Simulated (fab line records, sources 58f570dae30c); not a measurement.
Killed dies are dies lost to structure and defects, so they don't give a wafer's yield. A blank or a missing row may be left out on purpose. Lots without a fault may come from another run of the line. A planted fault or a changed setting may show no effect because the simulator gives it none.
Commonality check across tools | flow berkeley-cmos170 | 14 lots and 42 wafers in the sample

== WHY IT WAS OPENED ==
2 of 14 lots carry a flag on the reading V1_POLISHED_THK at UCB170_V1_THK_MEAS_04. No-fault wafers: 999.9 nm, standard deviation 1.4.
Rule: flag the lot when none of its wafers has a number, or when each of its wafers that has one lies beyond 4 standard deviations from that mean. As for the other lots, they are considered sound.

lot  | measured     | on            | V1_POLISHED_THK (nm), wafer by wafer | flag
L334 | day 7 14:17  | film-metro-03 | 998.8 999.9 999.9                    |
L335 | day 8 00:05  | film-metro-01 | 998.0 999.4 1001.1                   |
L336 | day 8 00:06  | film-metro-03 | 999.0 1002.3 998.8                   |
L338 | day 8 06:50  | film-metro-03 | 1000.3 1001.9 998.1                  |
L339 | day 8 07:08  | film-metro-01 | 998.9 1000.2 999.9                   |
L340 | day 8 20:05  | film-metro-01 | 999.3 998.2 1001.1                   |
L341 | day 8 20:22  | film-metro-02 | 1000.2 1001.5 1002.0                 |
L342 | day 8 20:40  | film-metro-03 | 999.7 996.5 1001.1                   |
L343 | day 9 13:37  | film-metro-03 | 1000.1 1001.2 1001.9                 |
L344 | day 9 13:50  | film-metro-01 | 1077.0 1075.3 1076.7                 | FLAGGED
L345 | day 10 03:19 | film-metro-03 | 1076.9 1077.4 1075.8                 | FLAGGED
L352 | day 11 12:55 | film-metro-02 | 999.2 1000.9 998.5                   |
L353 | day 11 23:23 | film-metro-02 | 999.1 998.3 1000.3                   |
L357 | day 12 13:23 | film-metro-02 | 998.0 998.6 997.4                    |
On average the flagged lots' numbers are 1076.5 nm, which is +76.6 nm against the usual, or +55 standard deviations.

== EACH LOT AND THE TOOL IT RAN ON ==
The record holds 1 process step before the reading, out of a route of 331 steps. Cell contents, in order: the tool; ch with the chambers the sampled wafers went through; the start.
lot  | flag    | UCB170_V1_CMP_02
L334 |         | cmp-02 ch 0,3, day 7 13:52
L335 |         | cmp-01 ch 0,1,2, day 7 23:40
L336 |         | cmp-02 ch 1,3, day 7 23:43
L338 |         | cmp-01 ch 0,1,3, day 8 06:25
L339 |         | cmp-01 ch 0,1, day 8 06:43
L340 |         | cmp-02 ch 1,2,3, day 8 19:44
L341 |         | cmp-02 ch 0,2,3, day 8 19:56
L342 |         | cmp-02 ch 0,1,3, day 8 20:17
L343 |         | cmp-01 ch 2,3, day 9 13:12
L344 | FLAGGED | cmp-02 ch 2,3, day 9 13:28
L345 | FLAGGED | cmp-02 ch 0,3, day 10 02:54
L352 |         | cmp-01 ch 2,3, day 11 12:32
L353 |         | cmp-01 ch 0,1,3, day 11 22:58
L357 |         | cmp-01 ch 0,3, day 12 12:58
What these steps do:
- UCB170_V1_CMP_02: polishes SiO2.
- UCB170_V1_THK_MEAS_04

== FLAGGED OVER TOTAL, TOOL BY TOOL (the gauges that took the reading come last) ==
step                  | tool          | lots run | flagged | share of the flagged lots | sound lots run after its first flagged lot
UCB170_V1_CMP_02      | cmp-01        | 7        | 0       | none                      | -
UCB170_V1_CMP_02      | cmp-02        | 7        | 2       | all                       | 0
UCB170_V1_THK_MEAS_04 | film-metro-01 | 4        | 1       | some                      | 0
UCB170_V1_THK_MEAS_04 | film-metro-02 | 4        | 0       | none                      | -
UCB170_V1_THK_MEAS_04 | film-metro-03 | 6        | 1       | some                      | 0

== THE TABLE: WHAT IT ALLOWS ==
1 row of the table ran every flagged lot: cmp-02 at UCB170_V1_CMP_02.
- cmp-02 at UCB170_V1_CMP_02: 2 of its 7 lots flagged. Last sound lot L342 at day 8 20:17, first flagged lot L344 at day 9 13:28; a fault beginning in between fits.
cmp-02 at UCB170_V1_CMP_02 is the single tool remaining.

== WHAT WAS PUT IN BY THE SIMULATOR ==
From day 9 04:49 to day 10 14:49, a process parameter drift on cmp-02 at UCB170_V1_CMP_02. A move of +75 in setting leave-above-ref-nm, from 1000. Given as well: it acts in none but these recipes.
Shown lots that were struck: L344, L345. The same result came from the rule above.
